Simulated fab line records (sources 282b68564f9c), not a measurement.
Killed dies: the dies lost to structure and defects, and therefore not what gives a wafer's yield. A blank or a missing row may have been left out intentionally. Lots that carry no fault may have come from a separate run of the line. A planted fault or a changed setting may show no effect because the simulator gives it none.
Check of tool commonality :: flow ritCmos :: 11 lots, 33 wafers sampled

## WHAT PROMPTED THE OPENING
At RIT_PWELL_TW_MEAS_10 the reading PWELL_TW is flagged on 4 of 11 lots. No-fault wafers: 958, standard deviation 8.6.
Rule: a lot gets a flag if all its wafers with a number sit over 4 standard deviations from that mean, or if no wafer of it has a number. The rest of the lots are taken to be sound.

lot: L733
measured: day 1 22:34
on: filmMetro-03
PWELL_TW, wafer by wafer: 948 955 952
flag: 

lot: L734
measured: day 2 04:06
on: filmMetro-03
PWELL_TW, wafer by wafer: 940 945 945
flag: 

lot: L735
measured: day 2 09:20
on: filmMetro-04
PWELL_TW, wafer by wafer: 974 968 967
flag: 

lot: L736
measured: day 2 13:44
on: filmMetro-01
PWELL_TW, wafer by wafer: 966 969 972
flag: 

lot: L737
measured: day 2 19:02
on: filmMetro-03
PWELL_TW, wafer by wafer: 948 946 947
flag: 

lot: L738
measured: day 2 23:41
on: filmMetro-04
PWELL_TW, wafer by wafer: 962 958 962
flag: 

lot: L739
measured: day 3 04:28
on: filmMetro-04
PWELL_TW, wafer by wafer: 965 962 960
flag: 

lot: L740
measured: day 3 10:16
on: filmMetro-04
PWELL_TW, wafer by wafer: 1911 1919 1913
flag: FLAGGED

lot: L741
measured: day 3 14:37
on: filmMetro-03
PWELL_TW, wafer by wafer: 1883 1887 1869
flag: FLAGGED

lot: L742
measured: day 3 20:47
on: filmMetro-04
PWELL_TW, wafer by wafer: 1928 1917 1914
flag: FLAGGED

lot: L743
measured: day 4 02:06
on: filmMetro-03
PWELL_TW, wafer by wafer: 1907 1901 1892
flag: FLAGGED
The numbers of the flagged lots are 1903 on average: +945 against the usual, or +99 or more standard deviations.

## WHICH TOOL EACH LOT WENT THROUGH
The record keeps 1 process step preceding the reading, out of 202 steps on the route. Cell contents, in order: the tool; ch with the chambers the sampled wafers went through; the start.
lot: L733
flag: 
RIT_PWELL_IMPLANT_08: implanter-03 ch 0, day 1 22:15

lot: L734
flag: 
RIT_PWELL_IMPLANT_08: implanter-03 ch 0, day 2 03:47

lot: L735
flag: 
RIT_PWELL_IMPLANT_08: implanter-03 ch 0, day 2 09:02

lot: L736
flag: 
RIT_PWELL_IMPLANT_08: implanter-01 ch 0, day 2 13:24

lot: L737
flag: 
RIT_PWELL_IMPLANT_08: implanter-03 ch 0, day 2 18:43

lot: L738
flag: 
RIT_PWELL_IMPLANT_08: implanter-01 ch 0, day 2 23:22

lot: L739
flag: 
RIT_PWELL_IMPLANT_08: implanter-03 ch 0, day 3 04:09

lot: L740
flag: FLAGGED
RIT_PWELL_IMPLANT_08: implanter-04 ch 0, day 3 09:59

lot: L741
flag: FLAGGED
RIT_PWELL_IMPLANT_08: implanter-01 ch 0, day 3 14:17

lot: L742
flag: FLAGGED
RIT_PWELL_IMPLANT_08: implanter-04 ch 0, day 3 20:28

lot: L743
flag: FLAGGED
RIT_PWELL_IMPLANT_08: implanter-01 ch 0, day 4 01:47
What these steps do:
- RIT_PWELL_IMPLANT_08
- RIT_PWELL_TW_MEAS_10

## FLAGGED OVER TOTAL, TOOL BY TOOL (the gauges that took the reading come last)
step: RIT_PWELL_IMPLANT_08
tool: implanter-01
lots run: 4
flagged: 2
share of the flagged lots: some
sound lots run after its first flagged lot: 0

step: RIT_PWELL_IMPLANT_08
tool: implanter-03
lots run: 5
flagged: 0
share of the flagged lots: none
sound lots run after its first flagged lot: -

step: RIT_PWELL_IMPLANT_08
tool: implanter-04
lots run: 2
flagged: 2
share of the flagged lots: some
sound lots run after its first flagged lot: 0

step: RIT_PWELL_TW_MEAS_10
tool: filmMetro-01
lots run: 1
flagged: 0
share of the flagged lots: none
sound lots run after its first flagged lot: -

step: RIT_PWELL_TW_MEAS_10
tool: filmMetro-03
lots run: 5
flagged: 2
share of the flagged lots: some
sound lots run after its first flagged lot: 0

step: RIT_PWELL_TW_MEAS_10
tool: filmMetro-04
lots run: 5
flagged: 2
share of the flagged lots: some
sound lots run after its first flagged lot: 0

## WHAT THE TABLE ALLOWS
No row of the table ran every flagged lot.

## WHAT WAS PUT IN BY THE SIMULATOR
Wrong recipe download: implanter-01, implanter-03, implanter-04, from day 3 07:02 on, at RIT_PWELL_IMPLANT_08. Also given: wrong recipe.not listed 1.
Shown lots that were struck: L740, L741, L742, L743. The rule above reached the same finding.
